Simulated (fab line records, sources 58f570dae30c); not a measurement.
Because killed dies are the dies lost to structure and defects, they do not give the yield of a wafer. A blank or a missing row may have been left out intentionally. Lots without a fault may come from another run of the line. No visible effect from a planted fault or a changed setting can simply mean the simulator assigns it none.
Comparing a struck lot with a sound one    flow berkeley_cmos170    15 steps out of a route of 331
Sound: the wafers L279.2, L279.5, L279.6. Struck: wafer L291.4. (L291.3, L291.6 of the same lot were not struck and are left out.) The cause comes at the end.
At each step with rows: each side's tool, then ch and its chambers, then its first start. Under that, the readings that differ: sound wafers    struck wafers    difference of the means    sigmas: that difference in standard deviations of wafers without a fault.
alike: same words and numbers on both sides, and readings whose means sit less than 2 such deviations apart. not compared: any withheld reading, any reading some wafer has no value for, any bound like >300 that may hide the same value, and any number with overlapping values for which the record gives no deviation.
The two part at a step that has a row with sigmas, a row that says differs or no value, or rows on one side only. Numbers that don't overlap but have no deviation are shown without sigmas and don't part them. Lack of a reading on every wafer of one side parts them only where that side has two or more wafers.

first, 1 step without rows for these wafers: UCB170_M2_SOFTBAKE_06 (time 60 s).
UCB170_M2_STRIP_07: strips in O2.
  sound on plasma_asher-01 ch 0,1, day 10 18:37; struck on plasma_asher-01 ch 1, day 13 03:54
  alike: drypump_motor_current_A, oes_product_au, strip_time_to_endpoint_s
  not compared: rf_hours_counter_h
then, 7 steps without rows for these wafers: UCB170_M2_STRIP_08 (strips KrF in DMSO, time 600 s); UCB170_M2_COAT_09; UCB170_M2_COAT_10 (resist thk 900 nm); UCB170_M2_SOFTBAKE_11 (time 60 s); UCB170_M2_EXPOSE_12 (exposes mask METAL2, target cd 700 nm); UCB170_M2_PEB_13; UCB170_M2_DEVELOP_14 (develop time 43.67 s).
UCB170_M2_CD_MEAS_15: the cd target is 700 nm.
  struck on cd_sem-01, day 13 05:22; sound on cd_sem-02, day 10 19:55
  alike: cd_nm
UCB170_M2_OVL_MEAS_16:
  struck on overlay-02, day 13 05:28; sound on overlay-02, day 10 20:01
reading      sound      struck  difference  sigmas
M2_OVL (nm)  -11 -6 -7  5       +13         +2
UCB170_M2_ETCH_17: etches BARC in N2/H2.
  sound on rie_diel-01 ch 0,1,2, day 10 20:03; struck on rie_diel-02 ch 1, day 13 05:29
  alike: drypump_motor_current_A, n2_flow_sccm, oes_product_au, throttle_valve_pct
UCB170_M2_METAL_ETCH_18: etches Al in Cl2/BCl3, stops on SiO2, target depth 1170 nm, time 195 s.
  sound on rie_metal-01 ch 0,1, day 10 20:05; struck on rie_metal-04 ch 0, day 13 05:35
reading                              sound              struck  difference  sigmas
oes_product_au (a.u.)                0.844 0.841 0.866  0.944   +0.094      +6
run_length_s (s)                     223.3 223.8 223.3  207.7   -15.8       -22
model.KrF_of_M2_COAT_10.thk_nm (nm)  199.3 209.6 204.3  274.3   +69.9       
  alike: drypump_motor_current_A, mfc_cl2_sccm, throttle_valve_pct
  not compared: rf_hours_counter_h
UCB170_M2_STRIP_19: strips in O2.
  sound on plasma_asher-01 ch 0,1, day 10 20:17; struck on plasma_asher-04 ch 0, day 13 05:45
reading                sound              struck  difference  sigmas
oes_product_au (a.u.)  0.530 0.538 0.531  0.604   +0.071      +5
  alike: drypump_motor_current_A
  not compared: rf_hours_counter_h
UCB170_M2_CD_MEAS_90: the cd target is 700 nm.
  struck on cd_sem-01, day 13 05:52; sound on cd_sem-01, day 10 20:24
reading     sound        struck  difference  sigmas
cd_nm (nm)  695 704 691  708     +11         +2

== WHERE THEY PART ==
Earliest at UCB170_M2_OVL_MEAS_16; latest, in this record, at UCB170_M2_CD_MEAS_90.

WHY: what had been put in by the simulator
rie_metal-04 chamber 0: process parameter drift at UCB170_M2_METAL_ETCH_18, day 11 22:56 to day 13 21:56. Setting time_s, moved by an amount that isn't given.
